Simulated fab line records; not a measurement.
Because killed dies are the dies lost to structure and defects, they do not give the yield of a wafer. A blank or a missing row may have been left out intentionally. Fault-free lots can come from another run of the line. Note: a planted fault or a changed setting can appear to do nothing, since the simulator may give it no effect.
Split-lot study ; flow rit cmos ; 23 wafers read across 5 lots, on a route 202 steps long

== SPLIT DETAILS ==
At RIT_SPACER_CVD_03 (deposits Si3N4 from SiH2Cl2/NH3, target thk 250 nm, time 3300 s), the setting time s was moved away from the recipe's 3300 s on 15 of the 23 wafers read, by -13.2% to +9.2%. This setting was run at the recipe's value on the other wafers.

Split to reading: the file shows no intervening step.

== THE READING ==
Values of SPACER_NITRIDE_THK in nm from RIT_SPACER_THK_MEAS_04. On this fab line, fault-free wafers typically give 249.1 nm with a standard deviation of 2.1 nm.

wafer;tool, chamber at the split;time s as run, s;against the recipe;SPACER_NITRIDE_THK, nm;against lot-mates on the recipe
L075.2;-, -;3025;-8.3%;232.1;no lot-mate on the recipe
L075.3;-, -;3025;-8.3%;231.0;no lot-mate on the recipe
L075.4;-, -;3025;-8.3%;232.7;no lot-mate on the recipe
L075.5;-, -;3025;-8.3%;230.0;no lot-mate on the recipe
L075.6;-, -;3025;-8.3%;232.7;no lot-mate on the recipe
L077.1;-, -;3300;recipe;248.2;-
L077.2;-, -;3300;recipe;251.0;-
L077.3;-, -;3300;recipe;251.5;-
L077.4;-, -;3300;recipe;248.6;-
L077.6;-, -;3300;recipe;249.7;-
L079.1;lpcvd-01, 0;3300;recipe;251.0;-
L079.3;lpcvd-01, 0;3300;recipe;249.0;-
L079.5;lpcvd-01, 0;3300;recipe;250.1;-
L080.1;-, -;3602;+9.2%;269.8;no lot-mate on the recipe
L080.3;-, -;3602;+9.2%;272.8;no lot-mate on the recipe
L080.4;-, -;3602;+9.2%;268.2;no lot-mate on the recipe
L080.5;-, -;3602;+9.2%;269.1;no lot-mate on the recipe
L080.6;-, -;3602;+9.2%;270.0;no lot-mate on the recipe
L082.2;-, -;2865;-13.2%;216.0;no lot-mate on the recipe
L082.3;-, -;2865;-13.2%;217.3;no lot-mate on the recipe
L082.4;-, -;2865;-13.2%;216.6;no lot-mate on the recipe
L082.5;-, -;2865;-13.2%;217.6;no lot-mate on the recipe
L082.6;-, -;2865;-13.2%;216.3;no lot-mate on the recipe

THE FIT
A straight line over all 23 wafers: SPACER_NITRIDE_THK changes by +2.34 nm for each +1% of time s; r = +1.00; the points scatter about the line by 1.8 nm.
Too few moved wafers have a lot-mate on the recipe to fit a line with each lot's own level taken away.

== THE WHOLE CHAIN: every reading that the file lists as answering this split, in the file's order ==
step;what it does;reading;change (the file's fit);r (the file's)
RIT_SPACER_CVD_03;deposits Si3N4 from SiH2Cl2/NH3, target thk 250 nm, time 3300 s;Si3N4_of_SPACER_CVD_03.thk nm (the simulator's own value, which no gauge read);+2.34 nm for each +1% of the setting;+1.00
RIT_SPACER_THK_MEAS_04;;SPACER_NITRIDE_THK;+2.34 for each +1% of the setting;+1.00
RIT_SPACER_ETCHBACK_05;etches Si3N4 in SF6/CHF3, stops on SiO2, target depth 250 nm, time 240 s;etch.depth nm (the simulator's own value, which no gauge read);+2.34 nm for each +1% of the setting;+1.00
RIT_SPACER_ETCHBACK_05;etches Si3N4 in SF6/CHF3, stops on SiO2, target depth 250 nm, time 240 s;Si3N4_of_SPACER_CVD_03.thk nm (the simulator's own value, which no gauge read);+1.83 nm for each +1% of the setting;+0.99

== THE FILE'S OWN FIT ==
SPACER_NITRIDE_THK changes by +2.34 nm for each +1% of time s, r = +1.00.
